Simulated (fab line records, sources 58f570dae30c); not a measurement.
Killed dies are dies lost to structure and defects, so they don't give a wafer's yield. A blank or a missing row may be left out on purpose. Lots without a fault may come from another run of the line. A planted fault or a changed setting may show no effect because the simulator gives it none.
Tool commonality check | flow berkeley_cmos170 | 14 lots, 42 wafers sampled

WHY IT WAS OPENED
At UCB170_M1_RS_MEAS_01 the reading M1_AL_RS is flagged on 2 of 14 lots. Wafers without a fault read 0.0486 ohm/sq, standard deviation 0.00053.
Rule: a lot is flagged when every wafer of it that has a number lies more than 4 standard deviations from that mean, or none has a number. The other lots count as sound.

lot  | measured     | on            | M1_AL_RS (ohm/sq), wafer by wafer | flag
L197 | day 7 11:36  | film_metro-01 | 0.0494 0.0484 0.0493              |
L199 | day 8 08:44  | film_metro-02 | 0.0475 0.0482 0.0474              |
L200 | day 8 10:40  | film_metro-04 | 0.0492 0.0490 0.0486              |
L198 | day 8 10:50  | film_metro-02 | 0.0487 0.0482 0.0492              |
L202 | day 8 16:29  | film_metro-01 | 0.0493 0.0491 0.0491              |
L201 | day 8 16:50  | film_metro-01 | 0.0483 0.0483 0.0484              |
L204 | day 9 07:07  | film_metro-02 | 0.0478 0.0478 0.0480              |
L203 | day 9 07:16  | film_metro-01 | 0.0472 0.0478 0.0475              |
L206 | day 10 06:52 | film_metro-02 | 0.0488 0.0490 0.0492              |
L205 | day 10 07:08 | film_metro-04 | 0.0484 0.0481 0.0482              |
L208 | day 10 21:13 | film_metro-01 | 0.0491 0.0489 0.0491              |
L211 | day 10 21:23 | film_metro-04 | 0.0671 0.0668 0.0676              | FLAGGED
L212 | day 11 02:13 | film_metro-01 | 0.0673 0.0668 0.0677              | FLAGGED
L217 | day 11 23:18 | film_metro-02 | 0.0487 0.0492 0.0491              |
The numbers of the flagged lots are 0.0672 ohm/sq on average: +0.0186 ohm/sq against the usual, or +35 standard deviations.

WHICH TOOL RAN EACH LOT
The record holds 3 process steps before the reading, out of a route of 331 steps. In each cell: the tool, then ch and the chambers that the sampled wafers went through, then the start.
lot  | flag    | UCB170_CONTACT_RTA_08            | UCB170_CONTACT_STRIP_19              | UCB170_M1_SPUTTER_00
L197 |         | rtp_anneal-02 ch 0, day 7 09:07  | plasma_asher-01 ch 0,1, day 7 11:07  | pvd_sputter-02, day 7 11:30
L199 |         | rtp_anneal-02 ch 0, day 8 06:55  | plasma_asher-04 ch 0,1, day 8 08:14  | pvd_sputter-04, day 8 08:39
L200 |         | rtp_anneal-01 ch 0, day 8 08:43  | plasma_asher-04 ch 0,1, day 8 10:13  | pvd_sputter-03, day 8 10:34
L198 |         | rtp_anneal-02 ch 0, day 8 08:43  | plasma_asher-01 ch 0,1, day 8 10:18  | pvd_sputter-04, day 8 10:45
L202 |         | rtp_anneal-01 ch 0, day 8 14:47  | plasma_asher-04 ch 0,1, day 8 16:02  | pvd_sputter-03, day 8 16:23
L201 |         | rtp_anneal-02 ch 0, day 8 15:09  | plasma_asher-01 ch 0,1, day 8 16:23  | pvd_sputter-04, day 8 16:47
L204 |         | rtp_anneal-01 ch 0, day 9 04:55  | plasma_asher-01 ch 0,1, day 9 06:30  | pvd_sputter-04, day 9 07:03
L203 |         | rtp_anneal-02 ch 0, day 9 05:02  | plasma_asher-04 ch 0,1, day 9 06:35  | pvd_sputter-04, day 9 07:07
L206 |         | rtp_anneal-02 ch 0, day 10 04:50 | plasma_asher-04 ch 1, day 10 06:24   | pvd_sputter-02, day 10 06:48
L205 |         | rtp_anneal-01 ch 0, day 10 05:01 | plasma_asher-04 ch 1, day 10 06:41   | pvd_sputter-04, day 10 07:04
L208 |         | rtp_anneal-02 ch 0, day 10 19:25 | plasma_asher-02 ch 0,1, day 10 20:44 | pvd_sputter-02, day 10 21:08
L211 | FLAGGED | rtp_anneal-01 ch 0, day 10 19:31 | plasma_asher-04 ch 0,1, day 10 20:50 | pvd_sputter-04, day 10 21:18
L212 | FLAGGED | rtp_anneal-02 ch 0, day 10 23:07 | plasma_asher-04 ch 0,1, day 11 01:44 | pvd_sputter-04, day 11 02:08
L217 |         | rtp_anneal-02 ch 0, day 11 21:21 | plasma_asher-01 ch 0,1, day 11 22:49 | pvd_sputter-03, day 11 23:13
What these steps do:
- UCB170_CONTACT_RTA_08: time 10 s.
- UCB170_CONTACT_STRIP_19: strips in O2.
- UCB170_M1_SPUTTER_00: material Al, target thk 600 nm, time 80 s.
- UCB170_M1_RS_MEAS_01: measures by four-point-probe.

FLAGGED OVER TOTAL, TOOL BY TOOL (the gauges that took the reading come last)
step                    | tool            | lots run | flagged | share of the flagged lots | sound lots run after its first flagged lot
UCB170_CONTACT_RTA_08   | rtp_anneal-01   | 5        | 1       | some                      | 0
UCB170_CONTACT_RTA_08   | rtp_anneal-02   | 9        | 1       | some                      | 1 (L217)
UCB170_CONTACT_STRIP_19 | plasma_asher-01 | 5        | 0       | none                      | -
UCB170_CONTACT_STRIP_19 | plasma_asher-02 | 1        | 0       | none                      | -
UCB170_CONTACT_STRIP_19 | plasma_asher-04 | 8        | 2       | all                       | 0
UCB170_M1_SPUTTER_00    | pvd_sputter-02  | 3        | 0       | none                      | -
UCB170_M1_SPUTTER_00    | pvd_sputter-03  | 3        | 0       | none                      | -
UCB170_M1_SPUTTER_00    | pvd_sputter-04  | 8        | 2       | all                       | 0
UCB170_M1_RS_MEAS_01    | film_metro-01   | 6        | 1       | some                      | 0
UCB170_M1_RS_MEAS_01    | film_metro-02   | 5        | 0       | none                      | -
UCB170_M1_RS_MEAS_01    | film_metro-04   | 3        | 1       | some                      | 0

WHAT THE TABLE ALLOWS
2 rows of the table ran every flagged lot: plasma_asher-04 at UCB170_CONTACT_STRIP_19, pvd_sputter-04 at UCB170_M1_SPUTTER_00.
- plasma_asher-04 at UCB170_CONTACT_STRIP_19: 2 of its 8 lots flagged. Its last sound lot is L205 (day 10 06:41), its first flagged lot L211 (day 10 20:50): a fault that began between those two fits.
- pvd_sputter-04 at UCB170_M1_SPUTTER_00: 2 of its 8 lots flagged. Its last sound lot is L205 (day 10 07:04), its first flagged lot L211 (day 10 21:18): a fault that began between those two fits.
Counting lots can't tell these 2 tools apart, because each fits a fault that began at some hour. More lots, or a look at what each step does to the wafer, might.

WHAT THE SIMULATOR HAD PUT IN
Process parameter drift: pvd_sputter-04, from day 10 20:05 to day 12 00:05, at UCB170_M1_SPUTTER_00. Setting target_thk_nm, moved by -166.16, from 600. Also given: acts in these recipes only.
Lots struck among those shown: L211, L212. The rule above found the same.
